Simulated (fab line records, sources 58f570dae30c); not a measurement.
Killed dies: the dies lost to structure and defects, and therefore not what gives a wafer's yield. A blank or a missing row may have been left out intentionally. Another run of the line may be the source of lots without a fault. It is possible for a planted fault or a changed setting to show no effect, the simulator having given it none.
A lot that was struck, set against a sound lot | flow berkeley cmos170 | 16 out of 331 route steps
Sound: wafers L749.1, L749.2, L749.3. Struck: wafer L753.5 (L753.3, L753.4, from the same lot, were not struck and are left out); the cause is given at the end.
For every step that has rows: the tool of each side, followed by ch and its chambers, followed by its first start. Under that, the readings that differ: sound wafers | struck wafers | difference of the means | sigmas: that difference in standard deviations of wafers without a fault.
alike: a reading whose means differ by less than 2 such deviations, as well as words and numbers matching on both sides. not compared: withheld readings; readings where some wafer has no value; bounds like >300 that might hide an equal value; numbers whose values overlap and for which the record gives no deviation.
A row with sigmas, a row that says differs or no value, or rows on one side alone: a step with any of these is where the two part. Numbers that don't overlap but have no deviation are shown without sigmas and don't part them. A reading missing from all wafers of one side parts the sides only when that side holds two or more wafers.

first, 6 steps without rows for these wafers: UCB170_M2_COAT_09; UCB170_M2_COAT_10 (resist thk 900 nm); UCB170_M2_SOFTBAKE_11 (time 60 s); UCB170_M2_EXPOSE_12 (exposes mask METAL2, target cd 700 nm); UCB170_M2_PEB_13; UCB170_M2_DEVELOP_14 (develop time 45 s).
UCB170_M2_CD_MEAS_15 targets a cd of 700 nm.
  struck on cd sem-02, day 9 05:38; sound on cd sem-02, day 8 01:17
  alike: cd nm
UCB170_M2_OVL_MEAS_16:
  struck on overlay-02, day 9 05:44; sound on overlay-02, day 8 01:24
  alike: M2_OVL
UCB170_M2_ETCH_17: etches BARC in N2/H2.
  sound on rie diel-03 ch 0,2,3, day 8 01:26; struck on rie diel-02 ch 1, day 9 05:46
  alike: drypump motor current A, oes product au, throttle valve pct
UCB170_M2_METAL_ETCH_18: etches Al in Cl2/BCl3, stops on SiO2, target depth 1170 nm, time 195 s.
  sound on rie metal-04 ch 0,1, day 8 01:29; struck on rie metal-04 ch 0, day 9 05:52
  alike: drypump motor current A, oes product au, throttle valve pct
  not compared: rf hours counter h
UCB170_M2_STRIP_19: strips in O2.
  sound on plasma asher-01 ch 0,1, day 8 01:40; struck on plasma asher-04 ch 1, day 9 06:01
  alike: drypump motor current A, oes product au
  not compared: rf hours counter h
UCB170_M2_CD_MEAS_90 targets a cd of 700 nm.
  struck on cd sem-02, day 9 06:08; sound on cd sem-02, day 8 01:46
  alike: cd nm
UCB170_V2_CVD_00: deposits SiO2 from TEOS/O2, target thk 2000 nm, time 250 s.
  sound on pecvd-01 ch 0,1,2, day 8 01:53; struck on pecvd-04 ch 0, day 9 06:13
  reading                             | sound             | struck | difference | sigmas
  rf fwd power W (W)                  | 547.8 551.1 549.5 | 329.1  | -220.4     | -99 or more
  model.SiO2_of_V2_CVD_00.thk nm (nm) | 1963 1944 2003    | 1743   | -227       |
  alike: heater power w
UCB170_V2_THK_MEAS_01:
  struck on film metro-03, day 9 06:23; sound on film metro-03, day 8 02:02
  reading          | sound          | struck | difference | sigmas
  V2_TEOS_THK (nm) | 1964 1946 2003 | 1743   | -228       | -8
UCB170_V2_CMP_02: polishes SiO2.
  sound on cmp-01 ch 0,2,3, day 8 02:06; struck on cmp-01 ch 0, day 9 06:26
  alike: motor current A
UCB170_M3_PROBE_99:
  the record has rows for the sound wafers here (prober-01, day 8 08:00) and none for the struck ones

## WHERE THEY PART
Last at UCB170_M3_PROBE_99 as far as this record goes, first at UCB170_V2_CVD_00.

WHY: what had been put in by the simulator
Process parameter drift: pecvd-04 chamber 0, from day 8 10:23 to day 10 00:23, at UCB170_V2_CVD_00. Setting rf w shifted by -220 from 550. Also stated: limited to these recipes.
